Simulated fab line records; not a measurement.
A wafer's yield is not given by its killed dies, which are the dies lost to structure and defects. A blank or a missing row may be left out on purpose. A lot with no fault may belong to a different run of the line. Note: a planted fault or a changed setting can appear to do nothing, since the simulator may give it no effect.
Comparing a struck lot with a sound one    flow rit-cmos    44 out of 202 route steps
Sound: the wafers L527.1, L527.2, L527.6. The struck wafers were L540.1, L540.2, L540.6. Last of all comes the cause.
For every step that has rows: the tool of each side, followed by ch and its chambers, followed by its first start. Under that, the readings that differ: sound wafers    struck wafers    difference of the means    sigmas: that difference in standard deviations of wafers without a fault.
alike: a reading whose means differ by less than 2 such deviations, as well as words and numbers matching on both sides. not compared: withheld readings; readings where some wafer has no value; bounds like >300 that might hide an equal value; numbers whose values overlap and for which the record gives no deviation.
Wherever a step has rows on one side only, a row that says differs or no value, or a row with sigmas, the two part there. Numbers that have no deviation but don't overlap get no sigmas and don't part them. A reading missing from all wafers of one side parts the sides only when that side holds two or more wafers.

first, 2 steps without rows for these wafers: RIT_PLDD_PEB_04; RIT_PLDD_DEVELOP_05 (develop time 51.09 s).
RIT_PLDD_OVL_MEAS_06:
  struck on overlay-02, day 6 12:56; sound on overlay-02, day 3 19:41
  alike: PLDD_OVL
then, 2 steps without rows for these wafers: RIT_PLDD_HARDBAKE_07 (time 60 s); RIT_PLDD_IMPLANT_08.
RIT_PLDD_STRIP_09: strips in O2, time 180 s.
  sound on plasma-asher-03 ch 0,1, day 3 20:01; struck on plasma-asher-03 ch 0,1, day 6 13:16
  alike: drypump-motor-current-A
  not compared: rf-hours-counter-h
RIT_PLDD_TW_MEAS_10:
  struck on film-metro-01, day 6 13:27; sound on film-metro-01, day 3 20:12
  alike: PLDD_TW
then, 4 steps without rows for these wafers: RIT_SPACER_CLEAN_00 (cleans in SC1, time 600 s); RIT_SPACER_CLEAN_01 (cleans in dHF, time 30 s); RIT_SPACER_CLEAN_02 (cleans in SC2, time 600 s); RIT_SPACER_CVD_03 (deposits Si3N4 from SiH2Cl2/NH3, target thk 250 nm, time 3300 s).
RIT_SPACER_THK_MEAS_04:
  struck on film-metro-02, day 6 15:47; sound on film-metro-04, day 3 23:32
  alike: SPACER_NITRIDE_THK
RIT_SPACER_ETCHBACK_05: etches Si3N4 in SF6/CHF3, stops on SiO2, target depth 250 nm, time 240 s.
  sound on rie-diel-04 ch 2,3, day 3 23:36; struck on rie-diel-01 ch 1,3, day 6 15:51
reading                                      sound              struck             difference  sigmas
oes-product-au (a.u.)                        0.862 0.813 0.827  0.629 0.669 0.663  -0.180      -11
run-length-s (s)                             268.2 268.2 268.2  380.6 380.1 380.1  +112.1      +99 or more
model.poly-Si_of_GATE_CVD_08.thk-nm (nm)     166.8 168.9 166.3  134.3 133.5 137.3  -32.3       
model.Si3N4_of_SPACER_CVD_03.thk-nm (nm)     193.4 193 195.2    169.2 170 169.2    -24.4       
model.SiO2_of_FOX2_OXIDATION_00.thk-nm (nm)  171 170.8 171.8    159 156.9 156.5    -14         
  alike: CHF3_flow_sccm, drypump-motor-current-A, throttle-valve-pct
  not compared: rf-hours-counter-h
then, 6 steps without rows for these wafers: RIT_NSD_HMDS_00 (prime time 60 s); RIT_NSD_COAT_01 (resist thk 989.5 nm); RIT_NSD_SOFTBAKE_02 (time 60 s); RIT_NSD_EXPOSE_03 (exposes mask M9, target cd 40700 nm); RIT_NSD_PEB_04; RIT_NSD_DEVELOP_05 (develop time 50 s).
RIT_NSD_OVL_MEAS_06:
  struck on overlay-02, day 6 16:59; sound on overlay-01, day 4 00:36
reading       sound        struck          difference  sigmas
NSD_OVL (nm)  1.3 2.3 1.8  -0.4 -1.8 -3.2  -3.6        -2
then, 2 steps without rows for these wafers: RIT_NSD_HARDBAKE_07 (time 60 s); RIT_NSD_IMPLANT_08.
RIT_NSD_STRIP_09: strips in O2, time 180 s.
  sound on plasma-asher-04 ch 0,1, day 4 00:56; struck on plasma-asher-01 ch 0,1, day 6 17:20
  alike: drypump-motor-current-A
  not compared: rf-hours-counter-h
RIT_NSD_TW_MEAS_10:
  struck on film-metro-02, day 6 17:30; sound on film-metro-01, day 4 01:07
reading  sound           struck          difference  sigmas
NSD_TW   3060 3079 3062  3136 3153 3129  +72         +2
then, 6 steps without rows for these wafers: RIT_PSD_HMDS_00 (prime time 60 s); RIT_PSD_COAT_01 (resist thk 1000 nm); RIT_PSD_SOFTBAKE_02 (time 60 s); RIT_PSD_EXPOSE_03 (exposes mask M10, target cd 40900 nm); RIT_PSD_PEB_04; RIT_PSD_DEVELOP_05 (develop time 50 s).
RIT_PSD_OVL_MEAS_06:
  struck on overlay-02, day 6 18:43; sound on overlay-02, day 4 02:01
  alike: PSD_OVL
then, 2 steps without rows for these wafers: RIT_PSD_HARDBAKE_07 (time 60 s); RIT_PSD_IMPLANT_08.
RIT_PSD_STRIP_09: strips in O2, time 180 s.
  sound on plasma-asher-04 ch 0,1, day 4 02:22; struck on plasma-asher-04 ch 0,1, day 6 19:03
  alike: drypump-motor-current-A
  not compared: rf-hours-counter-h
RIT_PSD_TW_MEAS_10:
  struck on film-metro-03, day 6 19:13; sound on film-metro-03, day 4 02:32
  alike: PSD_TW
then, 2 steps without rows for these wafers: RIT_SDANNEAL_CLEAN_00 (cleans in SC1, time 600 s); RIT_SDANNEAL_CLEAN_01 (cleans in dHF, time 30 s).
RIT_SDANNEAL_CLEAN_02: cleans in SC2, time 590 s.
  sound on wet-bench-02 ch 3, day 4 02:47; struck on wet-bench-03 ch 1, day 6 19:31
reading                                   sound              struck             difference  sigmas
model.poly-Si_of_GATE_CVD_08.thk-nm (nm)  162.5 164.6 161.9  129.9 129.1 132.8  -32.4       
RIT_SDANNEAL_RTA_03: time 5 s.
  sound on rtp-anneal-01 ch 0, day 4 02:58; struck on rtp-anneal-02 ch 0, day 6 19:42
  alike: wafer_temp_C_max
RIT_SDANNEAL_RS_MEAS_04: the measuring method here is four-point-probe.
  struck on film-metro-01, day 6 19:46; sound on film-metro-01, day 4 03:01
  alike: PSD_RS
RIT_SDANNEAL_RS_MEAS_05: the measuring method here is four-point-probe.
  struck on film-metro-01, day 6 19:53; sound on film-metro-01, day 4 03:08
  alike: NSD_RS
RIT_SDANNEAL_RS_MEAS_06: the measuring method here is four-point-probe.
  struck on film-metro-01, day 6 20:00; sound on film-metro-01, day 4 03:16
  alike: PLDD_RS
RIT_SILICIDE_WET_ETCH_00: etches SiO2 in BOE, target depth 14 nm, time 15 s.
  sound on wet-bench-03 ch 2, day 4 03:30; struck on wet-bench-01 ch 3, day 6 20:14
reading                                      sound              struck             difference  sigmas
model.Si3N4_of_SPACER_CVD_03.thk-nm (nm)     192.3 191.8 194    168 168.8 168      -24         
model.SiO2_of_FOX2_OXIDATION_00.thk-nm (nm)  142.4 142.3 143.2  130.4 128.1 127.8  -13.9       
RIT_M1_PROBE_99:
  struck on prober-01, day 7 03:09; sound on prober-02, day 4 10:16
reading                              sound              struck             difference  sigmas
model.etest.pplus-sal.width-nm (nm)  3470 3456 3462     3661 3644 3660     +192        
model.etest.nplus-sal.width-nm (nm)  3460 3454 3480     3649 3634 3650     +180        
model.etest.pldd.rs-ohm-sq           501.7 480.6 488.2  203.8 238.3 307.3  -240.4      
model.etest.nldd.rs-ohm-sq           371.9 366.3 368.8  160.8 181.5 222    -180.9      
model.etest.nldd.width-nm (nm)       3206 3220 3205     3337 3338 3334     +126        
model.etest.pldd.width-nm (nm)       3199 3210 3185     3333 3347 3339     +142        
model.etest.pwell-pinched.rs-ohm-sq  451.6 454.6 460.5  569.5 570.1 570.1  +114.3      
model.etest.nwell-pinched.rs-ohm-sq  337.5 341.4 339.5  436.1 435 432.7    +95.1       
  alike: killed_at_M0_to_M3, killed-at-contacts, killed-at-front-end, killed-dies, killed-on-rim, killed-open, killed-short

WHERE THEY PART
At RIT_SPACER_ETCHBACK_05 first; at RIT_NSD_TW_MEAS_10 last (within this record only). Later steps at which nothing parts them and some readings are alike: RIT_PSD_OVL_MEAS_06, RIT_PSD_STRIP_09, RIT_PSD_TW_MEAS_10, RIT_SDANNEAL_RTA_03, RIT_SDANNEAL_RS_MEAS_04, RIT_SDANNEAL_RS_MEAS_05, RIT_SDANNEAL_RS_MEAS_06, RIT_M1_PROBE_99.

WHY: what had been put in by the simulator
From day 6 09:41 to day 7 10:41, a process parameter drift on rie-diel-01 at RIT_SPACER_ETCHBACK_05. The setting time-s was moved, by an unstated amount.
